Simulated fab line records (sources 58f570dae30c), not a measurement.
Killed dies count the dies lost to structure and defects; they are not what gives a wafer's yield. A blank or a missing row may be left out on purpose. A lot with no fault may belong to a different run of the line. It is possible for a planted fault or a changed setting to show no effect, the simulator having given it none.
Which tool is to blame? | flow berkeley_cmos170 | 7 lots with 21 wafers sampled at 2 steps, on a route of 331 steps

## WHAT THE GAUGES SHOWED, per wafer
UCB170_V2_THK_MEAS_04.
lot  | measured     | on            | V2_POLISHED_THK (nm)
L744 | day 9 02:34  | film_metro-04 | 1000.6 1000.1 1001.4
L746 | day 9 18:57  | film_metro-01 | 1000.3 999.4 998.9
L750 | day 10 08:31 | film_metro-04 | 1000.8 1002.3 999.2
L752 | day 10 14:20 | film_metro-03 | 997.6 1000.6 999.6
L758 | day 11 21:07 | film_metro-03 | 998.1 748.2 748.6
L763 | day 13 05:48 | film_metro-03 | 998.8 998.8 1000.2
L767 | day 13 09:37 | film_metro-04 | 1000.2 1001.4 999.5

## WHICH TOOL RAN EACH LOT (tool, then ch and the chambers of the sampled wafers, then the start)
lot  | UCB170_V2_CMP_02
L744 | cmp-02 ch 1,2,3, day 9 02:13
L746 | cmp-01 ch 1,3, day 9 18:34
L750 | cmp-02 ch 0,1,3, day 10 08:06
L752 | cmp-01 ch 1,2, day 10 13:58
L758 | cmp-01 ch 0,1, day 11 20:44
L763 | cmp-02 ch 1,2,3, day 13 05:23
L767 | cmp-02 ch 0,3, day 13 09:14
- UCB170_V2_CMP_02: polishes SiO2.

## THE ANSWER, worked out from the rows above alone
Rule: the lots themselves supply what counts as usual. The widest of any qualifying gaps counts: lots, ordered by their means at a reading, are off when they make up no more than a third of the lots, leave a main group of 4 or more, and stand apart from it by 3 or more times the standard deviation of that group's means. Not used: any main group whose means are identical at the precision the tables above print for the reading. Also off: a lot with no number at a reading for which 4 or more lots have one. All remaining lots with rows at the step are treated as sound.
Off: at UCB170_V2_THK_MEAS_04 (V2_POLISHED_THK), L758. For the main group the mean is 1000.0 nm and the standard deviation 0.65.
A tool fits if, at a process step before that reading, it ran every lot that is off, and no sound lot after the first of them. Those tools and the gauges at UCB170_V2_THK_MEAS_04 are tried in the same way. One fits: UCB170_V2_CMP_02 on cmp-01. Its last sound lot is L752 (day 10 13:58), its first lot that is off L758 (day 11 20:44): a fault that began between those two fits.

## WHAT THE SIMULATOR HAD INSERTED
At UCB170_V2_CMP_02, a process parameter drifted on cmp-01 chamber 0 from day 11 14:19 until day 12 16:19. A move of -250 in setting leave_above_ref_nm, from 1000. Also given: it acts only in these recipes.
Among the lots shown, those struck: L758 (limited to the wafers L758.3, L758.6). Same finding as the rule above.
